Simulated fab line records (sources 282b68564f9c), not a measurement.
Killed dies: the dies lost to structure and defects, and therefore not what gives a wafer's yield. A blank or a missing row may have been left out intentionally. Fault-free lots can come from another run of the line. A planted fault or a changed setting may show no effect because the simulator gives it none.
fab line records    flow ritCmos
record lots=5  wafers=15  lastDay=7
route steps=202 shown M1@184
lots that met no fault: taken from a fault-free run of the same line
startH: the number of hours between the record's first day and the start of the first shown wafer of the lot    waitH: hours from the lot's prior step to this one    " as in the row above    L1.1+2: a single row standing in for several wafers    - no value present, or no start provided    * or withheld: withheld    < > ~ a bound
route shown NAME@n: NAME is a module with steps in the file, n the number in the route of the first one    usual: average and standard deviation across the fault-free wafers    same: alike in all rows    chamber/n: place in a boat    sites: the reading at each site    _std_site: standard deviation of those values    _edge_site: the outer-site mean with the inner-site mean subtracted    radiusMm: how far each site lies from the wafer's centre    mask NAME#n: copy n    behind: the most recent tool/chamber to have shaped the wafer    hold: reason for holding the lot/hours on hold/outcome of the hold    device: the n, p or np transistor that did not switch    end of line: the route-end tests of the same wafers    step lacking rows: just its recipe    killed: count of dies lost to structure and defects at first sort (not the wafer's yield)    map: the dies of a wafer, with x for killed, . for not killed, _ for no die there
set.NAME: the setting the step ran with; set.NAME@STEP: the setting that earlier step ran with    model.NAME: the simulator's own value behind a step, which no gauge read
lots at selected steps of the route; one table per step, one row per wafer
services: the hour from which a tool's chamber was out of use, counted from the record's first day as startH (under 0 if before that day), plus the number of hours and why
## steps
# step RIT_M1_SPUTTER_00
# recipe material=Al  targetThkNm=400  powerW=2000  chamberPressurePa=0.4  gas=Ar  timeS=500  substrateTempC=25
# usual substrateTempC=24.98/0.1  throttleValvePct=30.3/0.98
# same timeS=500
lot.wafer  tool           chamber  startH  waitH  substrateTempC  throttleValvePct
L507.1     pvdSputter-02  -        53.15   0.0    24.86           31.0
L507.4     "              -        "       "      25.14           29.3
L507.5     "              -        "       "      24.92           31.0
L512.3     pvdSputter-04  -        78.50   0.0    25.00           29.3
L512.4     "              -        "       "      25.07           30.8
L512.6     "              -        "       "      24.99           29.2
L523.1     pvdSputter-04  -        132.76  0.0    25.17           29.1
L523.2     "              -        "       "      24.95           29.7
L523.4     "              -        "       "      24.95           30.8
L524.4     pvdSputter-02  -        141.10  0.0    24.96           29.4
L524.5     "              -        "       "      24.89           31.4
L524.6     "              -        "       "      25.13           29.5
L530.3     pvdSputter-01  -        171.77  0.0    25.11           28.5
L530.4     "              -        "       "      24.95           32.1
L530.5     "              -        "       "      25.08           28.5
# step RIT_M1_RS_MEAS_01
# recipe thkMeasGauge=four-point-probe  reads=Al_of_M1_SPUTTER_00
# usual M1_AL_RS=0.0733/0.00074
lot.wafer  tool          chamber  startH  waitH  M1_AL_RS[ohm/sq]
L507.1     filmMetro-02  -        53.44   0.1    0.0735
L507.4     "             -        "       "      0.0731
L507.5     "             -        "       "      0.0724
L512.3     filmMetro-02  -        78.84   0.2    0.0740
L512.4     "             -        "       "      0.0731
L512.6     "             -        "       "      0.0732
L523.1     filmMetro-04  -        133.06  0.1    0.0742
L523.2     "             -        "       "      0.0742
L523.4     "             -        "       "      0.0741
L524.4     filmMetro-01  -        141.45  0.2    0.0731
L524.5     "             -        "       "      0.0732
L524.6     "             -        "       "      0.0740
L530.3     filmMetro-02  -        172.11  0.2    0.0730
L530.4     "             -        "       "      0.0728
L530.5     "             -        "       "      0.0729
# step RIT_M1_THK_MEAS_02
# recipe thkMeasGauge=xrf  reads=Al_of_M1_SPUTTER_00
# usual M1_AL_THK=398/4.8
lot.wafer  tool          chamber  startH  waitH  M1_AL_THK[nm]
L507.1     filmMetro-02  -        53.56   0.1    398
L507.4     "             -        "       "      402
L507.5     "             -        "       "      406
L512.3     filmMetro-02  -        78.94   0.1    399
L512.4     "             -        "       "      400
L512.6     "             -        "       "      403
L523.1     filmMetro-04  -        133.18  0.1    391
L523.2     "             -        "       "      393
L523.4     "             -        "       "      392
L524.4     filmMetro-01  -        141.54  0.1    395
L524.5     "             -        "       "      396
L524.6     "             -        "       "      390
L530.3     filmMetro-02  -        172.21  0.1    402
L530.4     "             -        "       "      404
L530.5     "             -        "       "      401
# step RIT_M1_HMDS_03
# recipe primeTimeS=60  primeTempC=140
# step RIT_M1_COAT_04
# recipe resist=NOVOLAK  spinRpm=2000  resistThkNm=1300
# step RIT_M1_SOFTBAKE_05
# recipe resist=NOVOLAK  tempC=90  timeS=60
# step RIT_M1_EXPOSE_06
# recipe maskId=M12  na=0.6  sourceShape=conventional  sigmaOuter=0.5  targetCdNm=2600  doseMj=255.8
# step RIT_M1_PEB_07
# recipe resist=NOVOLAK  tempC=withheld  timeS=withheld
# step RIT_M1_DEVELOP_08
# recipe resist=NOVOLAK  developTimeS=68  devTempC=23
# step RIT_M1_CD_MEAS_09
# recipe targetCdNm=2600
# usual cdNm=2600.2/2.4
lot.wafer  tool      chamber  startH  waitH  cdNm
L507.1     cdSem-02  -        54.50   -      2597.5
L507.4     "         -        "       "      2597.5
L507.5     "         -        "       "      2597.6
L512.3     cdSem-02  -        79.98   -      2602.8
L512.4     "         -        "       "      2602.3
L512.6     "         -        "       "      2602.4
L523.1     cdSem-02  -        134.24  -      2597.1
L523.2     "         -        "       "      2596.7
L523.4     "         -        "       "      2597.6
L524.4     cdSem-02  -        142.83  -      2602.6
L524.5     "         -        "       "      2602.0
L524.6     "         -        "       "      2602.2
L530.3     cdSem-02  -        173.17  -      2601.7
L530.4     "         -        "       "      2602.2
L530.5     "         -        "       "      2600.1
# step RIT_M1_OVL_MEAS_10
# usual M1_OVL=-1.3/1.7
lot.wafer  tool        chamber  startH  waitH  M1_OVL[nm]
L507.1     overlay-01  -        54.62   0.1    1.2
L507.4     "           -        "       "      2.1
L507.5     "           -        "       "      -0.7
L512.3     overlay-01  -        80.08   0.1    -3.7
L512.4     "           -        "       "      -2.7
L512.6     "           -        "       "      0.0
L523.1     overlay-01  -        134.36  0.1    -1.5
L523.2     "           -        "       "      -1.2
L523.4     "           -        "       "      -1.6
L524.4     overlay-01  -        142.91  0.1    1.4
L524.5     "           -        "       "      -0.2
L524.6     "           -        "       "      -0.8
L530.3     overlay-01  -        173.26  0.1    -2.0
L530.4     "           -        "       "      -2.0
L530.5     "           -        "       "      -0.9
# step RIT_M1_HARDBAKE_11
# recipe resist=NOVOLAK  tempC=140  timeS=120
# step RIT_M1_METAL_ETCH_12
# recipe stopOn=SiO2  chemistry=Cl2/BCl3  target=Al  timeS=165  overEtchFrac=0.5  pressureMtorr=100  targetDepthA=6000  rfW=250  Cl2_flow_sccm=60  bcl3FlowSccm=50
# usual drypumpMotorCurrentA=5.6/0.47  oesProductAu=0.775/0.016  throttleValvePct=8.21/0.066
# same timeS=165
lot.wafer  tool         chamber  startH  waitH  drypumpMotorCurrentA  oesProductAu  rfHoursCounterH  throttleValvePct  model.NOVOLAK_of_M1_COAT_04.thkNm  model.SiO2_of_CONTACT_CVD_00.thkNm  model.M1.featureDepthNm
L507.1     rieMetal-04  1        54.91   0.2    6.2                   0.789         4                8.17              809.5                              369.7                               431.3
L507.4     "            0        "       "      4.8                   0.761         -                8.31              804.7                              372.7                               433.4
L507.5     "            1        "       "      6.2                   0.797         -                8.16              813.7                              375.5                               436.1
L512.3     rieMetal-01  1        80.40   0.2    5.8                   0.794         -                8.26              814.9                              372.6                               428.8
L512.4     "            0        "       "      5.4                   0.765         -                8.10              812.4                              374.8                               433.4
L512.6     "            1        "       "      5.8                   0.800         -                8.25              821.4                              377.4                               433.1
L523.1     rieMetal-03  1        134.65  0.2    5.8                   0.746         36               8.17              804.8                              368.9                               429
L523.2     "            0        "       "      6.0                   0.762         37               8.19              828.1                              373.4                               426.2
L523.4     "            0        "       "      6.0                   0.759         -                8.19              825.5                              375.2                               427.1
L524.4     rieMetal-01  1        143.23  0.1    5.8                   0.802         -                8.26              819.1                              377.3                               432.3
L524.5     "            0        "       "      5.4                   0.778         -                8.10              712.4                              362.6                               445.6
L524.6     "            1        "       "      5.8                   0.797         -                8.25              816.1                              376.1                               429.4
L530.3     rieMetal-03  0        173.59  0.2    6.0                   0.787         -                8.19              815.5                              364.6                               433
L530.4     "            1        "       "      5.8                   0.784         -                8.19              805.7                              372.4                               435.4
L530.5     "            0        "       "      6.0                   0.790         -                8.19              818.1                              374.5                               433.5
# step RIT_M1_STRIP_13
# recipe chemistry=nmp  resist=NOVOLAK  tempC=80  timeS=600  dry=n2Spin
# step RIT_M1_PROBE_99
# usual defectLimitedYield=97.4/1.2  killedAtContacts=0.1/0.34  killedAtFrontEnd=7/3  killedDies=7/3.1  killedOpen=3.4/1.9  killedShort=3.4/2.1  sort_bin_3_pad_short=0.1/0.2  sort_bin_5_function=1.5/0.83  sort_bin_6_memory=1.0/0.66  sortNPass=257/3.1  sortYieldPct=97.4/1.2
# same grossDies=264  killed_at_M0_to_M3=0  killed_at_M4_up=0  killedAtBackSide=0  killedAtOther=0
lot.wafer  tool       chamber  startH  waitH  defectLimitedYield[%]  killedAtContacts  killedAtFrontEnd  killedDies  killedOpen  killedShort  sort_bin_3_pad_short[%]  sort_bin_5_function[%]  sort_bin_6_memory[%]  sortNPass  sortYieldPct[%]  model.etest.antennaM1.vtShiftV
L507.1     prober-02  -        57.18   0.1    97.7                   0                 6                 6           3           3            0                        1.1                     1.1                   258        97.7             -0.01209
L507.4     prober-02  -        57.33   0.2    97.7                   0                 6                 6           3           3            0                        0.8                     1.5                   258        97.7             -0.01468
L507.5     prober-02  -        57.38   0.2    97.3                   1                 6                 7           2           5            0.8                      1.5                     0.4                   257        97.3             -0.009486
L512.3     prober-01  -        82.98   0.2    98.5                   0                 4                 4           3           1            0                        0.4                     1.1                   260        98.5             -0.01345
L512.4     prober-01  -        83.03   0.2    98.9                   0                 3                 3           3           0            0                        0.4                     0.8                   261        98.9             -0.008789
L512.6     prober-01  -        83.13   0.2    97.3                   0                 7                 7           3           4            0.8                      1.5                     0.4                   257        97.3             -0.01145
L523.1     prober-02  -        138.22  0.1    96.6                   0                 9                 9           3           6            0                        2.7                     0.8                   255        96.6             -0.01411
L523.2     prober-02  -        138.27  0.1    96.2                   0                 10                10          6           4            0.4                      1.9                     1.5                   254        96.2             -0.01021
L523.4     prober-02  -        138.37  0.2    99.2                   0                 2                 2           2           0            0                        0.4                     0.4                   262        99.2             -0.013
L524.4     prober-01  -        146.36  0.2    98.1                   0                 5                 5           4           0            0                        1.1                     0.8                   259        98.1             -0.01324
L524.5     prober-01  -        146.41  0.2    97.7                   0                 6                 6           2           3            0                        1.9                     0.4                   258        97.7             -0.02532
L524.6     prober-01  -        146.46  0.2    97.0                   0                 8                 8           3           5            0.4                      1.1                     1.5                   256        97.0             -0.01014
L530.3     prober-02  -        175.88  0.2    97.3                   0                 7                 7           3           4            0                        1.9                     0.8                   257        97.3             -0.01046
L530.4     prober-02  -        175.93  0.2    96.2                   0                 10                10          3           6            0                        2.7                     1.1                   254        96.2             -0.01775
L530.5     prober-02  -        175.98  0.2    98.1                   0                 5                 5           1           4            0                        1.5                     0.4                   259        98.1             -0.01475
# killed by level:class
L507.1 GATE:geometricParticle:short=2 FOX1:geometricParticle:short=1 FOX1:geometricParticle:open=1 GATE:geometricParticle:open=1 SPACER:geometricParticle:open=1
L507.4 GATE:geometricParticle:short=2 FOX1:geometricParticle:open=1 FOX2:geometricParticle:open=1 GATE:geometricParticle:open=1 SPACER:geometricParticle:short=1
L507.5 GATE:geometricParticle:short=2 SPACER:geometricParticle:open=2 FOX1:geometricParticle:short=1 SPACER:geometricParticle:short=1 CONTACT:geometricParticle:short=1
L512.3 FOX2:geometricParticle:open=1 REOX:geometricParticle:open=1 REOX:geometricParticle:short=1 SPACER:geometricParticle:open=1
L512.4 FOX1:geometricParticle:open=1 GATE:geometricParticle:open=1 REOX:geometricParticle:open=1
L512.6 FOX2:geometricParticle:open=2 FOX2:geometricParticle:short=1 GATE:geometricParticle:short=1 REOX:geometricParticle:short=1 SPACER:geometricParticle:short=1 SPACER:geometricParticle:open=1
L523.1 REOX:geometricParticle:short=3 FOX1:geometricParticle:short=2 GATE:geometricParticle:open=2 GATE:geometricParticle:short=1 REOX:geometricParticle:open=1
L523.2 FOX1:geometricParticle:open=4 FOX1:geometricParticle:short=2 GATE:geometricParticle:open=2 GATE:geometricParticle:short=1 SILICIDE:geometricParticle:short=1
L523.4 FOX2:geometricParticle:open=1 SILICIDE:geometricParticle:open=1
L524.4 SILICIDE:geometricParticle:open=2 REOX:geometricParticle:open=1 SPACER:geometricParticle:open=1 GATE:coatMicrobubblePrinted=1
L524.5 SILICIDE:geometricParticle:short=2 GATE:geometricParticle:open=1 REOX:geometricParticle:short=1 SILICIDE:geometricParticle:open=1 GATE:coatMicrobubblePrinted=1
L524.6 REOX:geometricParticle:short=3 GATE:geometricParticle:short=2 GATE:geometricParticle:open=1 REOX:geometricParticle:open=1 SILICIDE:geometricParticle:open=1
L530.3 SPACER:geometricParticle:short=2 FOX1:geometricParticle:open=1 FOX1:geometricParticle:short=1 GATE:geometricParticle:open=1 GATE:geometricParticle:short=1 SPACER:geometricParticle:open=1
L530.4 GATE:geometricParticle:short=2 SPACER:geometricParticle:short=2 FOX1:geometricParticle:open=1 FOX1:geometricParticle:short=1 FOX2:geometricParticle:short=1 GATE:geometricParticle:open=1 SILICIDE:geometricParticle:open=1 PSD:coatMicrobubblePrinted=1
L530.5 FOX1:geometricParticle:short=1 GATE:geometricParticle:short=1 REOX:geometricParticle:short=1 SPACER:geometricParticle:short=1 SPACER:geometricParticle:open=1
## services
tool           chamber  startH  hours  kind
pvdSputter-04  -        49.76   2.7    repair
rieMetal-01    0        50.60   9.5    repair
pvdSputter-02  -        104.56  4.8    repair
pvdSputter-04  -        123.40  1.7    repair
pvdSputter-02  -        133.29  6.5    repair
rieMetal-03    -        136.12  20.0   pm
rieMetal-03    0        136.12  20.0   ventCycle
rieMetal-03    1        136.12  20.0   ventCycle
rieMetal-04    1        142.87  8.8    repair
rieMetal-03    0        156.12  -      clean
rieMetal-03    1        156.12  -      clean
## key
firstSign none at tools or gauges
modelEffect step=RIT_M1_METAL_ETCH_12  value=NOVOLAK_of_M1_COAT_04.thkNm  without=823.9  struck=712.4
modelEffect step=RIT_M1_PROBE_99  value=etest.antennaM1.vtShiftV  without=-0.01412  struck=-0.02532
metAt RIT_M1_METAL_ETCH_12
struckWafers L524.5
onsetBetween 80.40 143.23
fault kind=processParameterDrift  tool=rieMetal-01  chamber=0  onsetH=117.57  steps=RIT_M1_METAL_ETCH_12  channel=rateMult  offset=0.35  shape=step  endH=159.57
